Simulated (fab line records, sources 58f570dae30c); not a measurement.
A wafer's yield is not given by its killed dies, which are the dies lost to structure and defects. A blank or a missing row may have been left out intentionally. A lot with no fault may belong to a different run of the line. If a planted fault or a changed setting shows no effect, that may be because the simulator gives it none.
Which tool did it? / flow berkeleyCmos170 / 7 lots with 21 wafers sampled at 2 steps, on a route of 331 steps

## WHAT THE GAUGES SHOWED, per wafer
UCB170_PFIELD_TW_MEAS_09.
lot=L786; measured=day 4 12:45; on=filmMetro-04; PFIELD_TW=605 601 607
lot=L789; measured=day 5 05:51; on=filmMetro-02; PFIELD_TW=595 594 591
lot=L791; measured=day 6 01:36; on=filmMetro-02; PFIELD_TW=597 593 595
lot=L795; measured=day 6 11:36; on=filmMetro-04; PFIELD_TW=602 607 605
lot=L797; measured=day 7 05:01; on=filmMetro-04; PFIELD_TW=702 700 698
lot=L799; measured=day 7 08:44; on=filmMetro-04; PFIELD_TW=605 601 600
lot=L804; measured=day 8 08:04; on=filmMetro-04; PFIELD_TW=600 605 605

## EACH LOT AND THE TOOL THAT RAN IT (in order: tool; ch and the chambers of the sampled wafers; start)
lot=L786; UCB170_PFIELD_IMPLANT_07=implanter-03 ch 0, day 4 12:32
lot=L789; UCB170_PFIELD_IMPLANT_07=implanter-03 ch 0, day 5 05:37
lot=L791; UCB170_PFIELD_IMPLANT_07=implanter-03 ch 0, day 6 01:21
lot=L795; UCB170_PFIELD_IMPLANT_07=implanter-02 ch 0, day 6 11:21
lot=L797; UCB170_PFIELD_IMPLANT_07=implanter-03 ch 0, day 7 04:46
lot=L799; UCB170_PFIELD_IMPLANT_07=implanter-02 ch 0, day 7 08:29
lot=L804; UCB170_PFIELD_IMPLANT_07=implanter-02 ch 0, day 8 07:49
- UCB170_PFIELD_IMPLANT_07

## THE ANSWER, worked out from the rows above alone
Rule: what is usual is taken from the lots themselves. The widest of any qualifying gaps counts: lots, ordered by their means at a reading, are off when they make up no more than a third of the lots, leave a main group of 4 or more, and stand apart from it by 3 or more times the standard deviation of that group's means. The tables above print the reading to a certain number of digits; a main group whose means all agree to those digits is not used. Also off: a lot with no number at a reading for which 4 or more lots have one. Where the step has rows for the other lots, those lots are counted as sound.
Off: L797, at UCB170_PFIELD_TW_MEAS_09 (PFIELD_TW). The main group: mean 600, standard deviation 4.5.
If a tool, at a process step before that reading, ran all the lots that are off and no sound lot after the first of them, it fits. Gauges at UCB170_PFIELD_TW_MEAS_09: tried the same way as those tools. One fits: UCB170_PFIELD_IMPLANT_07 on implanter-03. A fault onset in the window from L791 (day 6 01:21, its last sound lot) to L797 (day 7 04:46, its first lot off) fits.

## WHAT HAD BEEN PUT IN BY THE SIMULATOR
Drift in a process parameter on implanter-03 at UCB170_PFIELD_IMPLANT_07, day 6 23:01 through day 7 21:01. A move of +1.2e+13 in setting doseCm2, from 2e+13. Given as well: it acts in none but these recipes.
Lots struck among those shown: L797. Same finding as the rule above.
